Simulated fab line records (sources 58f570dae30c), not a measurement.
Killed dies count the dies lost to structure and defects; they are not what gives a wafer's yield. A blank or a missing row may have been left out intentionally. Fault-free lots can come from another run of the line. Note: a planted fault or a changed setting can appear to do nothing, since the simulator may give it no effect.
A struck lot beside a sound one || flow berkeley cmos170 || 14 out of 331 route steps
Sound: these wafers, L535.3, L535.4, L535.5. The struck wafers were L525.2, L525.3, L525.5. The cause comes at the end.
Each step with rows lists, per side, the tool, then ch with its chambers, then its first start. Under that, the readings that differ: sound wafers || struck wafers || difference of the means || sigmas: that difference in standard deviations of wafers without a fault.
alike: same words and numbers on both sides, and readings whose means sit less than 2 such deviations apart. not compared: any withheld reading, any reading some wafer has no value for, any bound like >300 that may hide the same value, and any number with overlapping values for which the record gives no deviation.
The two part at a step that has a row with sigmas, a row that says differs or no value, or rows on one side only. Non-overlapping numbers with no deviation appear without sigmas and do not part them. A reading missing from all wafers of one side parts the sides only when that side holds two or more wafers.

first, 2 steps without rows for these wafers: UCB170_PSD_PEB_04; UCB170_PSD_DEVELOP_05 (develop time 45 s).
UCB170_PSD_CD_MEAS_06 targets a cd of 1200 nm.
  sound: cd sem-02 at day 12 10:07; struck: cd sem-02 at day 9 16:06
  alike: cd nm
UCB170_PSD_OVL_MEAS_07:
  sound: overlay-02 at day 12 10:12; struck: overlay-01 at day 9 16:13
  alike: PSD_OVL
then, 1 step without rows for these wafers: UCB170_PSD_IMPLANT_08.
UCB170_PSD_STRIP_09: strips in O2.
  sound on plasma asher-02 ch 0,1, day 12 10:25; struck on plasma asher-03 ch 0,1, day 9 16:23
  alike: drypump motor current A, o2 flow sccm, oes product au, strip time to endpoint s
  not compared: rf hours counter h
UCB170_PSD_TW_MEAS_10:
  sound: film metro-01 at day 12 10:29; struck: film metro-03 at day 9 16:30
  alike: PSD_TW
then, 3 steps without rows for these wafers: UCB170_PSD_CLEAN_11 (cleans in SPM, time 600 s); UCB170_NSD_HMDS_00 (prime time 60 s); UCB170_NSD_COAT_01 (resist thk 900 nm).
UCB170_NSD_SOFTBAKE_02: time 62.12 s.
  sound on litho track-01 ch 0, day 12 11:04; struck on litho track-03 ch 0, day 9 17:31
  alike: plate sensor t centre C, plate sensor t edge C
then, 1 step without rows for these wafers: UCB170_NSD_EXPOSE_03 (exposes mask NSELECT MOD, target cd 1200 nm).
UCB170_NSD_PEB_04:
  struck on litho track-04, day 9 18:33; sound on litho track-01 ch 0, day 12 11:29
  no value came back on the struck wafers for chill plate temp C (C), exhaust pa (Pa); on the sound wafers chill plate temp C (C) reads 22.93 23.14 23.04
then, 1 step without rows for these wafers: UCB170_NSD_DEVELOP_05 (develop time 45 s).

## WHERE THEY PART
Within this record, at UCB170_NSD_PEB_04 only.

WHY: the cause the simulator had injected
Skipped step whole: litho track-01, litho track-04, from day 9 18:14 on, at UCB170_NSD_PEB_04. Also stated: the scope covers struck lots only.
